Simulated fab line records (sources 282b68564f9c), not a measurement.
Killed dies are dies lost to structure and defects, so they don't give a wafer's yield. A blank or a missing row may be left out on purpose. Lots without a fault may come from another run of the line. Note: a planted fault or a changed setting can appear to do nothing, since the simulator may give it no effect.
Comparing a struck lot with a sound one    flow rit cmos    44 steps out of a route of 202
Sound: wafers L343.2, L343.4, L343.6. Wafers L347.2, L347.3, L347.4 were the ones struck. At the end, the cause is stated.
Each step with rows lists, per side, the tool, then ch with its chambers, then its first start. Under that, the readings that differ: sound wafers    struck wafers    difference of the means    sigmas: that difference in standard deviations of wafers without a fault.
alike: readings whose means differ by less than 2 such deviations, and words and numbers that are the same on both sides. not compared: withheld readings, readings that some wafer has no value for, bounds like >300 that may hide the same value, and numbers for which the record gives no deviation and whose values overlap.
Wherever a step has rows on one side only, a row that says differs or no value, or a row with sigmas, the two part there. Numbers that have no deviation but don't overlap get no sigmas and don't part them. A reading missing from all wafers of one side parts the sides only when that side holds two or more wafers.

first, 1 step without rows for these wafers: RIT_PRETRO_IMPLANT_08.
RIT_PRETRO_STRIP_09: strips in O2, time 180 s.
  sound on plasma asher-02 ch 1, day 4 17:39; struck on plasma asher-01 ch 0,1, day 5 11:56
reading                      sound        struck       difference  sigmas
drypump motor current A (A)  5.4 5.4 5.4  6.2 6.2 6.3  +0.8        +2
  alike: rf refl power W
  not compared: rf hours counter h
RIT_PRETRO_TW_MEAS_10:
  sound on film metro-04, day 4 17:50; struck on film metro-02, day 5 12:07
  alike: PRETRO_TW
then, 5 steps without rows for these wafers: RIT_GATE_WET_ETCH_00 (etches SiO2 in BOE, target depth 56 nm, time 60 s); RIT_GATE_CLEAN_01 (cleans in SC1, time 581.4 s); RIT_GATE_CLEAN_02 (cleans in dHF, time 30 s); RIT_GATE_CLEAN_03 (cleans in SC2, time 600 s); RIT_GATE_CLEAN_04 (cleans in dHF, time 60 s).
RIT_FOX2_THK_MEAS_91:
  sound on film metro-04, day 4 18:20; struck on film metro-04, day 5 12:38
  alike: FIELD_OXIDE_LEFT_2_THK
then, 2 steps without rows for these wafers: RIT_GATE_OXIDATION_05 (target thk 3 nm, ox time 270 s); RIT_GATE_ANNEAL_06 (time 600 s).
RIT_GATE_THK_MEAS_07:
  sound on film metro-02, day 4 23:16; struck on film metro-04, day 5 14:01
  alike: GATE_OXIDE_THK
RIT_GATE_CVD_08: deposits poly-Si from SiH4, target thk 250 nm, time 2220 s.
  sound on lpcvd-01 ch 0, day 4 23:19; struck on lpcvd-01 ch 0, day 5 14:04
reading                                   sound              struck           difference  sigmas
model.poly-Si_of_GATE_CVD_08.thk nm (nm)  249.5 247.4 248.7  269 270.2 268.4  +21         
  alike: spike tc centre C
RIT_GATE_THK_MEAS_09:
  sound on film metro-01, day 5 00:57; struck on film metro-02, day 5 15:41
reading             sound              struck             difference  sigmas
GATE_POLY_THK (nm)  249.3 247.3 248.5  268.9 270.1 268.4  +20.8       +7
then, 6 steps without rows for these wafers: RIT_GATE_HMDS_10 (prime time 60 s); RIT_GATE_COAT_11 (resist thk 850 nm); RIT_GATE_SOFTBAKE_12 (time 60 s); RIT_GATE_EXPOSE_13 (exposes mask M6, target cd 150 nm); RIT_GATE_PEB_14; RIT_GATE_DEVELOP_15 (develop time 50 s).
RIT_GATE_CD_MEAS_16 targets a cd of 150 nm.
  sound on cd sem-01, day 5 01:59; struck on cd sem-01, day 5 16:44
  alike: cd nm
RIT_GATE_OVL_MEAS_17:
  sound on overlay-01, day 5 02:05; struck on overlay-02, day 5 16:50
  alike: GATE_OVL
then, 1 step without rows for these wafers: RIT_GATE_HARDBAKE_18 (time 60 s).
RIT_GATE_ETCH_19: etches poly-Si in SF6/CHF3/O2, stops on SiO2, time 165 s, target depth 312.5 nm.
  sound on rie si-02 ch 0,2,3, day 5 02:16; struck on rie si-02 ch 0,1,2, day 5 17:01
reading                           sound              struck             difference  sigmas
oes product au (a.u.)             0.844 0.856 0.823  0.873 0.915 0.902  +0.056      +4
model.etch.depth nm (nm)          249.5 247.4 248.7  269 270.2 268.4    +21         
model.GATE.feature depth nm (nm)  249.5 247.4 248.7  269 270.2 268.4    +21         
  alike: drypump motor current A, he backside leak sccm, throttle valve pct
  not compared: rf hours counter h
RIT_GATE_STRIP_20: strips in O2, time 180 s.
  sound on plasma asher-04 ch 0,1, day 5 02:23; struck on plasma asher-04 ch 0,1, day 5 17:08
  alike: drypump motor current A, rf refl power W
  not compared: rf hours counter h
RIT_GATE_CD_MEAS_90 targets a cd of 150 nm.
  sound on cd sem-01, day 5 02:35; struck on cd sem-01, day 5 17:20
  alike: cd nm
then, 4 steps without rows for these wafers: RIT_REOX_CLEAN_00 (cleans in SC1, time 600 s); RIT_REOX_CLEAN_01 (cleans in dHF, time 30 s); RIT_REOX_CLEAN_02 (cleans in SC2, time 600 s); RIT_REOX_OXIDATION_03 (target thk 25.2 nm, ox time 5800 s).
RIT_REOX_THK_MEAS_04:
  sound on film metro-03, day 5 05:36; struck on film metro-01, day 5 20:22
  alike: REOX_OXIDE_THK
then, 6 steps without rows for these wafers: RIT_NLDD_HMDS_00 (prime time 60 s); RIT_NLDD_COAT_01 (resist thk 1000 nm); RIT_NLDD_SOFTBAKE_02 (time 60 s); RIT_NLDD_EXPOSE_03 (exposes mask M7, target cd 40700 nm); RIT_NLDD_PEB_04; RIT_NLDD_DEVELOP_05 (develop time 50 s).
RIT_NLDD_OVL_MEAS_06:
  sound on overlay-02, day 5 06:45; struck on overlay-02, day 5 21:29
reading        sound        struck          difference  sigmas
NLDD_OVL (nm)  2.0 1.3 1.3  -2.9 -2.3 -3.8  -4.5        -3
then, 2 steps without rows for these wafers: RIT_NLDD_HARDBAKE_07 (time 60 s); RIT_NLDD_IMPLANT_08.
RIT_NLDD_STRIP_09: strips in O2, time 180 s.
  sound on plasma asher-04 ch 0,1, day 5 07:05; struck on plasma asher-03 ch 0,1, day 5 21:49
  alike: drypump motor current A, rf refl power W
  not compared: rf hours counter h
RIT_NLDD_TW_MEAS_10:
  sound on film metro-02, day 5 07:16; struck on film metro-03, day 5 22:01
  alike: NLDD_TW
RIT_SDANNEAL_CLEAN_02: cleans in SC2, time 600 s.
  sound on wet bench-01 ch 1, day 5 14:37; struck on wet bench-01 ch 3, day 6 05:08
reading                                   sound              struck             difference  sigmas
model.poly-Si_of_GATE_CVD_08.thk nm (nm)  162.9 160.2 161.7  182.1 181.7 181.4  +20.1       
  alike: bath guard temp C
RIT_M1_PROBE_99:
  sound on prober-02, day 5 22:25; struck on prober-01, day 6 12:59
reading                                           sound                 struck                difference  sigmas
killed at contacts                                0 0 0                 1 1 0                 +1          +3
model.etest.nmos turned.drive ua um               335.5 337.4 342.3     271.9 268.5 273.8     -67.0       
model.etest.pmos turned.drive ua um               189.9 190.2 193.8     166.6 166 166.8       -24.8       
model.etest.poly comb over steps.leak log10 a um  -12.67 -12.89 -12.82  -11.47 -11.36 -11.92  +1.21       
  alike: killed at front end, killed dies, killed open, killed short

WHERE THEY PART
At RIT_PRETRO_STRIP_09 first; at RIT_M1_PROBE_99 last (within this record only).

WHY: what had been put in by the simulator
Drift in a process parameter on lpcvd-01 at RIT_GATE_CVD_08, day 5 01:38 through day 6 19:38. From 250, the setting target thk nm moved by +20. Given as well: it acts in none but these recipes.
